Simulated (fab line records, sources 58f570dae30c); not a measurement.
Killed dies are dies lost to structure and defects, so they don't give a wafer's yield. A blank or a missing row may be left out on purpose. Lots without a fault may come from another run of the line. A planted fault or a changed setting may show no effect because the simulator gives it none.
Chamber matching | flow berkeley_cmos170 | UCB170_V1_CMP_02 on cmp-01: 4 sister chambers
The step polishes SiO2. 18 wafers are shown with their chamber, then 9 later ones without.

WAFERS WITH THEIR CHAMBER
wafer  | chamber | motor_current_A (A)
L658.1 | 2       | 18.0
L658.5 | 2       | 18.0
L658.6 | 3       | 16.9
L661.1 | 3       | 17.6
L661.2 | 0       | 14.8
L661.6 | 3       | 18.2
L668.2 | 0       | 15.2
L668.3 | 1       | 14.6
L668.5 | 1       | 15.2
L672.2 | 1       | 13.9
L672.3 | 0       | 14.4
L672.4 | 3       | 17.1
L674.1 | 2       | 16.2
L674.3 | 0       | 15.2
L674.6 | 0       | 15.3
L675.2 | 0       | 15.0
L675.4 | 2       | 16.9
L675.6 | 1       | 14.9

SIGNATURES (means of the wafers above)
reading         | chamber 0 | chamber 1 | chamber 2 | chamber 3 | scatter within a chamber
motor_current_A | 14.983    | 14.650    | 17.275    | 17.450    | 0.589
Rule: a wafer's distance from a chamber is the root of the sum, over the readings, of the square of ((its reading less the chamber's mean) divided by the reading's scatter). The wafer belongs to the nearest chamber; if the next one is less than 2 further off, it can't be placed. The scatter: the root of (the sum of the squares of (reading less its chamber's mean) over the shown wafers, divided by (wafers less chambers)).

WAFERS WITHOUT THEIR CHAMBER
wafer  | motor_current_A (A)
L676.1 | 17.1
L676.4 | 18.4
L676.5 | 14.5
L677.2 | 17.6
L677.4 | 14.6
L677.5 | 14.7
L679.1 | 14.1
L679.3 | 15.4
L679.5 | 15.1

WHICH CHAMBER EACH WENT THROUGH
wafer  | from the rows above     | in truth
L676.1 | can't be placed: 2 or 3 | 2
L676.4 | can't be placed: 3 or 2 | 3
L676.5 | can't be placed: 1 or 0 | 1
L677.2 | can't be placed: 3 or 2 | 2
L677.4 | can't be placed: 1 or 0 | 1
L677.5 | can't be placed: 1 or 0 | 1
L679.1 | can't be placed: 1 or 0 | 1
L679.3 | can't be placed: 0 or 1 | 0
L679.5 | can't be placed: 0 or 1 | 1
Placed correctly: 0 of 9. Can't be placed from these rows: 9 (the true chamber is among the candidates in 9). Placed wrongly: 0.
